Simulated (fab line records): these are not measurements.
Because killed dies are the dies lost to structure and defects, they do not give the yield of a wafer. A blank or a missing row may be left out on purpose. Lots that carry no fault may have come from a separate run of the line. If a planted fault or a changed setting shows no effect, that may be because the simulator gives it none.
Split-lot experiment ; flow rit-cmos ; 23 wafers read from 5 lots, route of 202 steps

== ON THE SPLIT ==
At RIT_PWELL_COAT_01 (resist thk 1300 nm), the setting resist-thk-nm was moved away from the recipe's 1300 nm on 8 of the 23 wafers read, by +2.8% to +4.9%. The other wafers ran this setting at the recipe's value.

== FROM THE SPLIT TO THE READING: what the file shows between them, 3 steps ==
- RIT_PWELL_SOFTBAKE_02: time 60 s
- RIT_PWELL_EXPOSE_03: exposes mask M3, target cd 43700 nm
- RIT_PWELL_DEVELOP_05: develop time 68 s

== THE READING ==
NOVOLAK_of_PWELL_COAT_01.thk-nm (the simulator's own value, which no gauge read), in nm, at RIT_PWELL_HARDBAKE_07 (time 120 s). There is no usual value for it anywhere in the file. Across the 15 wafers here that went through the recipe, the average is 1137 nm and the standard deviation 4.4 nm.

wafer;tool, chamber at the split;resist-thk-nm as run, nm;against the recipe;NOVOLAK_of_PWELL_COAT_01.thk-nm, nm;against lot-mates on the recipe
L075.2;litho-track-03, 0;1300;recipe;1140;-
L075.5;litho-track-03, 0;1300;recipe;1140;-
L075.3;litho-track-03, 0;1300;recipe;1138;-
L075.4;litho-track-03, 0;1300;recipe;1144;-
L075.6;litho-track-03, 0;1300;recipe;1142;-
L076.1;litho-track-03, 0;1300;recipe;1139;-
L076.2;litho-track-03, 0;1300;recipe;1138;-
L076.3;litho-track-03, 0;1336;+2.8%;1169;+30
L076.5;litho-track-03, 0;1336;+2.8%;1169;+30
L076.6;litho-track-03, 0;1336;+2.8%;1170;+32
L078.1;litho-track-02, 0;1300;recipe;1138;-
L078.2;litho-track-02, 0;1364;+4.9%;1193;+54
L078.5;litho-track-02, 0;1364;+4.9%;1193;+54
L078.3;litho-track-02, 0;1300;recipe;1141;-
L078.6;litho-track-02, 0;1364;+4.9%;1194;+54
L083.3;litho-track-02, 0;1300;recipe;1135;-
L083.4;litho-track-02, 0;1300;recipe;1135;-
L083.5;litho-track-02, 0;1300;recipe;1138;-
L085.1;litho-track-03, 0;1300;recipe;1130;-
L085.6;litho-track-03, 0;1300;recipe;1130;-
L085.2;litho-track-03, 0;1343;+3.3%;1166;+36
L085.3;litho-track-03, 0;1343;+3.3%;1168;+38
L085.4;litho-track-03, 0;1300;recipe;1129;-

FIT RESULTS
A straight line over all 23 wafers: NOVOLAK_of_PWELL_COAT_01.thk-nm changes by +11 nm for each +1% of resist-thk-nm; r = +0.98; the points scatter about the line by 4.3 nm.
The same after taking each lot's own level away (the mean of its wafers on the recipe; 23 wafers): +11 nm for each +1%; r = +1.00; scatter 1.3 nm.
According to that fit, moving resist-thk-nm by its largest amount changes the reading by 54 nm.
The lots' own levels span 1129.7 to 1140.8 nm, that is 2.6 times the standard deviation above.
Consequently the slope shifts little with the lot-to-lot level, the two slopes agreeing.
Check: with one of the wafers moved furthest among these (+4.9%) left out of the fit, the line predicts +54.6 nm for it against its lot-mates. It came out at +53.5 nm against them.

== OTHER SPLITS ON THESE WAFERS ==
Note: prior to the reading, these wafers also went through further splits. Each is held against what the fit with the lots' levels taken away leaves over:
other split on the same wafers;wafers away from the commonest value;r with NOVOLAK_of_PWELL_COAT_01.thk-nm (lot level and that fit taken away)
RIT_ACTIVE_CVD_03 nh3-flow-sccm;15;+0.12
RIT_ACTIVE_STRIP_14 pressure-mtorr;15;-0.09
RIT_FOX1_WET_ETCH_02 time-s;10;+0.07
RIT_FOX2_OXIDATION_00 ox-time-s;18;+0.14

== THE WHOLE CHAIN: every reading that the file lists as answering this split, in the file's order ==
step;what it does;reading;change (the file's fit);r (the file's)
RIT_PWELL_COAT_01;resist thk 1300 nm;NOVOLAK_of_PWELL_COAT_01.thk-nm (the simulator's own value, which no gauge read);+12.9 nm for each +1% of the setting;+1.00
RIT_PWELL_HARDBAKE_07;time 120 s;NOVOLAK_of_PWELL_COAT_01.thk-nm (the simulator's own value, which no gauge read);+11.1 nm for each +1% of the setting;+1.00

== THE FILE'S OWN FIT ==
NOVOLAK_of_PWELL_COAT_01.thk-nm changes by +11.1 nm for each +1% of resist-thk-nm, r = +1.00.
